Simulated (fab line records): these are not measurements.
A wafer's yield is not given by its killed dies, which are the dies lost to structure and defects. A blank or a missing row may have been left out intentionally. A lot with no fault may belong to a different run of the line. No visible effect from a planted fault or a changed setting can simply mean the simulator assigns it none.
2 desks, one fault / flow ritCmos / each desk holds nothing but its own numbers, with what lay behind them at the end

## THE METROLOGY DESK
What the gauges read for every lot (on any tool): the sampled wafers with a number, averaged. Marked OUT: a lot whose mean sits more than 4 standard deviations from the usual mean, which makes it out of limits; the brackets give that distance.
Columns: A = SILICIDE_TI_RS at RIT_SILICIDE_RS_MEAS_02, usual 47.7 ohm/sq; B = SILICIDE_TI_THK at RIT_SILICIDE_THK_MEAS_03, usual 30.5 nm
lot=L800; first seen here=day 3 07:02; A=47.9; B=30.5
lot=L802; first seen here=day 3 19:19; A=47.4; B=30.7
lot=L803; first seen here=day 3 20:53; A=48.0; B=30.2
lot=L804; first seen here=day 4 10:08; A=47.4; B=30.5
lot=L805; first seen here=day 4 15:55; A=47.6; B=30.8
lot=L806; first seen here=day 4 16:03; A=47.6; B=30.4
lot=L808; first seen here=day 5 05:19; A=47.5; B=30.9
lot=L810; first seen here=day 5 11:32; A=48.2; B=30.1
lot=L811; first seen here=day 5 15:50; A=47.6; B=31.0
lot=L814; first seen here=day 6 04:59; A=47.2; B=30.6
lot=L816; first seen here=day 6 15:30; A=48.6; B=30.2
lot=L818; first seen here=day 7 02:37; A=48.1; B=30.1
lot=L820; first seen here=day 7 13:58; A=47.6; B=30.3
lot=L822; first seen here=day 8 03:20; A=48.5; B=30.1
lot=L823; first seen here=day 8 06:55; A=47.3; B=30.5
This desk found nothing out of limits on any of the 15 lots.

## TOOL OWNER'S DESK, rieMetal-02
The tool's own readings at RIT_M1_METAL_ETCH_12 (etches Al in Cl2/BCl3, stops on SiO2, time 165 s, target depth 600 nm): means of the sampled wafers that have a number, for each lot that ran on this tool. Marked OUT: a lot whose mean sits more than 4 standard deviations from the usual mean, which makes it out of limits; the brackets give that distance.
Columns: A = chamberPressureMTorr at RIT_M1_METAL_ETCH_12, usual 100.00 mTorr; B = drypumpMotorCurrentA at RIT_M1_METAL_ETCH_12, usual 5.9 A; C = heBacksideLeakSccm at RIT_M1_METAL_ETCH_12, usual 3.27 sccm; D = oesProductAu at RIT_M1_METAL_ETCH_12, usual 0.774 a.u.; E = throttleValvePct at RIT_M1_METAL_ETCH_12, usual 8.24 %
lot=L802; first seen here=day 3 23:50; A=99.92; B=5.9; C=2.97; D=0.777; E=8.22
lot=L805; first seen here=day 4 20:18; A=100.00; B=5.9; C=3.10; D=0.774; E=8.23
lot=L808; first seen here=day 5 10:03; A=100.03; B=5.6; C=3.02; D=0.774; E=8.31
lot=L811; first seen here=day 5 20:21; A=100.02; B=5.6; C=3.14; D=0.771; E=8.31
lot=L814; first seen here=day 6 09:28; A=86.65 (-99 or more) OUT; B=5.6; C=3.02; D=0.775; E=8.31
lot=L816; first seen here=day 6 20:00; A=93.25 (-75) OUT; B=5.9; C=3.17; D=0.776; E=8.23
lot=L818; first seen here=day 7 07:05; A=93.32 (-74) OUT; B=5.9; C=3.12; D=0.775; E=8.23
This desk's finding: out of limits on L814, L816, L818; first on L814, day 6 09:28 (chamberPressureMTorr at RIT_M1_METAL_ETCH_12). L802, L805, L808, L811: within limits.

## ALL TOGETHER
On L814, L816, L818, at day 6 09:28, an alarm was possible from the tool owner's desk.
The metrology desk saw nothing out of limits.
The metrology desk has L814, L816, L818 on record, within its limits.
Of the lots named, all ran RIT_M1_METAL_ETCH_12 on rieMetal-02.

## WHAT WAS PUT IN BY THE SIMULATOR
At RIT_M1_METAL_ETCH_12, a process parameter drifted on rieMetal-02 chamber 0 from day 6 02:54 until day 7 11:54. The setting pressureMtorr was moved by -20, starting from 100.
Shown lots that were struck: L814, L816, L818.
Time in hours from fault onset to the first out-of-limits reading at each desk: the tool owner's desk, 7.
